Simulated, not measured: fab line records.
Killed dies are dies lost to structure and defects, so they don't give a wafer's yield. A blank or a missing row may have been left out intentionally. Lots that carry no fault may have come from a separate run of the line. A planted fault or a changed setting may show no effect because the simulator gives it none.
Which of the tools did it? ; flow berkeley-cmos170 ; 7 lots, 21 wafers sampled, at 2 steps of a route of 331

== WHAT THE GAUGES READ, wafer by wafer ==
UCB170_M1_OVL_MEAS_10.
lot;measured;on;M1_OVL (nm)
L985;day 7 18:59;overlay-02;-11 -6 -7
L987;day 8 08:14;overlay-01;-3 0 -6
L989;day 8 12:53;overlay-02;-2 -5 -9
L992;day 9 06:18;overlay-01;2 0 0
L996;day 9 21:38;overlay-01;0 4 5
L998;day 10 16:40;overlay-01;-4 -13 -3
L104;day 11 06:17;overlay-01;-8 -5 -13

== TOOL THAT RAN EACH LOT (tool first, then ch and the chambers of the sampled wafers, then the start) ==
lot;UCB170_SCREENOX_OXIDATION_01
L985;furnace-01 ch 0, day 6 01:02
L987;furnace-03 ch 0, day 6 09:38
L989;furnace-03 ch 0, day 6 20:29
L992;furnace-03 ch 0, day 7 17:07
L996;furnace-02 ch 0, day 8 02:55
L998;furnace-03 ch 0, day 8 16:31
L104;furnace-02 ch 0, day 9 07:46
- UCB170_SCREENOX_OXIDATION_01: target thk 14.4 nm, ox time 2400 s.

== THE ANSWER, worked out from the rows above alone ==
Rule: usual is defined by the lots themselves. The widest of any qualifying gaps counts: lots, ordered by their means at a reading, are off when they make up no more than a third of the lots, leave a main group of 4 or more, and stand apart from it by 3 or more times the standard deviation of that group's means. The tables above print the reading to a certain number of digits; a main group whose means all agree to those digits is not used. A lot without any number at a reading at which 4 lots or more have one is off too. Any other lot the step has rows for is counted as sound.
Nothing can be told from this: no lot is off at any reading shown.

== WHAT THE SIMULATOR HAD PUT IN ==
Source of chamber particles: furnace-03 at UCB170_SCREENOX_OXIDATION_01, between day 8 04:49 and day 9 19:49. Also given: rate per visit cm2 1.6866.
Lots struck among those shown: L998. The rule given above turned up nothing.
